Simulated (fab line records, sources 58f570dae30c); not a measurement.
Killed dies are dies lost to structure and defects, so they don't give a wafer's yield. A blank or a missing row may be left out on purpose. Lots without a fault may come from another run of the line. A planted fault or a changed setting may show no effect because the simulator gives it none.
Which tool did it? | flow berkeley_cmos170 | 7 lots, 21 wafers sampled, at 1 step of a route of 331

WHAT THE GAUGES READ, wafer by wafer
UCB170_GATE_THK_MEAS_05.
lot  | measured     | on            | GATE_POLY_THK (nm)
L799 | day 8 00:09  | film_metro-02 | 213.3 212.9 211.7
L802 | day 8 17:34  | film_metro-03 | 217.4 212.9 216.0
L804 | day 8 17:38  | film_metro-04 | 216.3 213.8 215.9
L806 | day 9 00:44  | film_metro-02 | 214.8 215.1 214.5
L812 | day 10 01:39 | film_metro-04 | 214.5 213.9 214.9
L814 | day 10 22:56 | film_metro-03 | 218.1 217.4 216.7
L818 | day 11 13:10 | film_metro-03 | 213.6 212.9 215.0

WHICH TOOL RAN EACH LOT (tool, then ch and the chambers of the sampled wafers, then the start)
The record holds no process step before these readings.

THE ANSWER, worked out from the rows above alone
Rule: what is usual is taken from the lots themselves. Put in order of their means at a reading, lots are off if they are a third of the lots or fewer, leave a main group of 4 or more, and stand apart from it by a gap of 3 or more times the standard deviation of the main group's means; of several such gaps the widest counts. A main group whose means are all the same, to the digits that the tables above print for the reading, isn't used. A lot without any number at a reading at which 4 lots or more have one is off too. The other lots that the step has rows for count as sound.
No lot is off at any reading shown: from this, nothing can be told.

WHAT THE SIMULATOR HAD PUT IN
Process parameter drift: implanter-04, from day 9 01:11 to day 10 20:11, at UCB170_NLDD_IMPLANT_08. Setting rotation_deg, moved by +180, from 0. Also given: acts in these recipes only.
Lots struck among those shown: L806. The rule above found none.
